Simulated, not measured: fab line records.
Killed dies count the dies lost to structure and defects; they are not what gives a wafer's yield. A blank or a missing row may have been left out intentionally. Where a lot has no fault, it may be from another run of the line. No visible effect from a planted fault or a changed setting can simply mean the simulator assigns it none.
A struck lot beside a sound one / flow berkeley cmos170 / 19 out of 331 route steps
Sound: these wafers, L332.3, L332.4, L332.5. The struck wafers were L329.3, L329.5, L329.6. The cause comes at the end.
Order at every step that has rows: each side's tool, ch and its chambers, its first start. Under that, the readings that differ: sound wafers / struck wafers / difference of the means / sigmas: that difference in standard deviations of wafers without a fault.
alike: same words and numbers on both sides, and readings whose means sit less than 2 such deviations apart. not compared: any withheld reading, any reading some wafer has no value for, any bound like >300 that may hide the same value, and any number with overlapping values for which the record gives no deviation.
The two part at a step that has a row with sigmas, a row that says differs or no value, or rows on one side only. Numbers that don't overlap but have no deviation are shown without sigmas and don't part them. A reading that every wafer of one side lacks parts them only if that side has two wafers or more.

first, 5 steps without rows for these wafers: UCB170_WELLDRIVE_ANNEAL_03 (time 900 s); UCB170_WELLDRIVE_WET_ETCH_04 (etches SiO2 in BOE, time 120 s); UCB170_ACTIVE_CLEAN_00 (cleans in SPM, time 600 s); UCB170_ACTIVE_CLEAN_01 (cleans in dHF, time 60 s); UCB170_ACTIVE_OXIDATION_02 (target thk 26.4 nm, ox time 1260 s).
UCB170_ACTIVE_THK_MEAS_03:
  sound on film metro-01 at day 6 14:26; struck on film metro-03 at day 5 23:24
  alike: ACTIVE_OXIDE_THK
then, 2 steps without rows for these wafers: UCB170_ACTIVE_ANNEAL_04 (time 900 s); UCB170_ACTIVE_CVD_05 (deposits Si3N4 from SiH2Cl2/NH3, target thk 220 nm, time 3300 s).
UCB170_ACTIVE_THK_MEAS_06:
  sound on film metro-01 at day 6 23:23; struck on film metro-01 at day 6 06:37
  alike: ACTIVE_NITRIDE_THK
then, 3 steps without rows for these wafers: UCB170_ACTIVE_HMDS_07 (prime time 60 s); UCB170_ACTIVE_COAT_08 (resist thk 900 nm); UCB170_ACTIVE_SOFTBAKE_09 (time 60 s).
UCB170_ACTIVE_EXPOSE_10: exposes mask ACTIVE, target cd 1200 nm.
  sound on krf scanner-01 ch 0, day 7 00:28; struck on krf scanner-02 ch 0, day 6 07:25
reading=model.ACTIVE.overlay x nm (nm); sound=5 5 5; struck=-149.8 -149.8 -149.8; difference=-154.8; sigmas=
  alike: mask
then, 2 steps without rows for these wafers: UCB170_ACTIVE_PEB_11; UCB170_ACTIVE_DEVELOP_12 (develop time 45 s).
UCB170_ACTIVE_CD_MEAS_13: target cd 1200 nm.
  sound on cd sem-01 at day 7 01:28; struck on cd sem-02 at day 6 07:50
  alike: cd nm
UCB170_ACTIVE_OVL_MEAS_14:
  sound on overlay-01 at day 7 01:34; struck on overlay-02 at day 6 08:08
reading=ACTIVE_OVL (nm); sound=6 4 -1; struck=-150 -153 -154; difference=-155; sigmas=-32
  not compared: hold
UCB170_ACTIVE_ETCH_15: etches Si3N4 in CH3F/Ar/O2, stops on SiO2, target depth 242 nm, time 151 s.
  sound on rie diel-02 ch 0,2,3, day 7 01:35; struck on rie diel-03 ch 1,2, day 6 10:14
reading=hold; sound=- - -; struck=await dispo/2.0h/release await dispo/2.0h/release await dispo/2.0h/release; difference=no value on the sound wafers; sigmas=
  alike: drypump motor current A, oes product au, throttle valve pct
  not compared: rf hours counter h
UCB170_M3_PROBE_99:
  the record holds rows for the sound wafers here (prober-02, day 10 23:54) but none for the struck ones

## WHERE THEY PART
Last at UCB170_M3_PROBE_99 as far as this record goes, first at UCB170_ACTIVE_OVL_MEAS_14.

WHY: whatever the simulator had introduced
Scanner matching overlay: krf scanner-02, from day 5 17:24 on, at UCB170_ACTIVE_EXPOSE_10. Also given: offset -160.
